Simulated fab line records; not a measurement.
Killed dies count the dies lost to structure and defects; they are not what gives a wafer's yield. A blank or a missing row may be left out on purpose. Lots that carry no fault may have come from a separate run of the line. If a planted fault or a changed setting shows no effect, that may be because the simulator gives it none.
A struck lot beside a sound one | flow ritCmos | 15 steps out of a route of 202
Sound: wafers L437.1, L437.2, L437.6. Struck: wafers L446.2, L446.4, L446.5. The cause is given at the end.
Each step with rows lists, per side, the tool, then ch with its chambers, then its first start. Under that, the readings that differ: sound wafers | struck wafers | difference of the means | sigmas: that difference in standard deviations of wafers without a fault.
alike: a reading whose means differ by less than 2 such deviations, as well as words and numbers matching on both sides. not compared: withheld readings; readings where some wafer has no value; bounds like >300 that might hide an equal value; numbers whose values overlap and for which the record gives no deviation.
A row with sigmas, a row that says differs or no value, or rows on one side alone: a step with any of these is where the two part. Numbers that have no deviation but don't overlap get no sigmas and don't part them. Lack of a reading on every wafer of one side parts them only where that side has two or more wafers.

first, 2 steps without rows for these wafers: RIT_NSD_HARDBAKE_07 (time 60 s); RIT_NSD_IMPLANT_08.
RIT_NSD_STRIP_09: strips in O2, time 180 s.
  sound on plasmaAsher-02 ch 0,1, day 4 18:57; struck on plasmaAsher-03 ch 0, day 6 11:12
  alike: drypumpMotorCurrentA
  not compared: rfHoursCounterH
RIT_NSD_TW_MEAS_10:
  sound on filmMetro-03, day 4 19:08; struck on filmMetro-04, day 6 11:23
  alike: NSD_TW
then, 6 steps without rows for these wafers: RIT_PSD_HMDS_00 (prime time 60 s); RIT_PSD_COAT_01 (resist thk 1000 nm); RIT_PSD_SOFTBAKE_02 (time 60 s); RIT_PSD_EXPOSE_03 (exposes mask M10, target cd 40900 nm); RIT_PSD_PEB_04; RIT_PSD_DEVELOP_05 (develop time 50 s).
RIT_PSD_OVL_MEAS_06:
  sound on overlay-02, day 4 20:15; struck on overlay-02, day 6 12:25
  alike: PSD_OVL
then, 1 step without rows for these wafers: RIT_PSD_HARDBAKE_07 (time 60 s).
RIT_PSD_IMPLANT_08:
  sound on implanter-03 ch 0, day 4 20:26; struck on implanter-01 ch 0, day 6 12:44
reading     | sound                         | struck                        | difference | sigmas
doseIonsCm2 | 5.001e+15 4.998e+15 4.993e+15 | 5.397e+15 5.399e+15 5.403e+15 | +4.023e+14 | +87
  alike: beamEnergyKeV, faradayCurrentUA
RIT_PSD_STRIP_09: strips in O2, time 180 s.
  sound on plasmaAsher-03 ch 0,1, day 4 20:35; struck on plasmaAsher-03 ch 0,1, day 6 12:52
  alike: drypumpMotorCurrentA
  not compared: rfHoursCounterH
RIT_M1_PROBE_99:
  sound on prober-01, day 5 04:56; struck on prober-01, day 7 07:00
  alike: killedAtContacts, killedAtFrontEnd, killedDies, killedOpen, killedShort

WHERE THEY PART
Only at RIT_PSD_IMPLANT_08, within this record. Later steps at which nothing parts them and some readings are alike: RIT_PSD_STRIP_09, RIT_M1_PROBE_99.

WHY: what the simulator had put in
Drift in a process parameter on implanter-01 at RIT_PSD_IMPLANT_08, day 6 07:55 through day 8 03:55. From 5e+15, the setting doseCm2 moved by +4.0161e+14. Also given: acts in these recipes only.
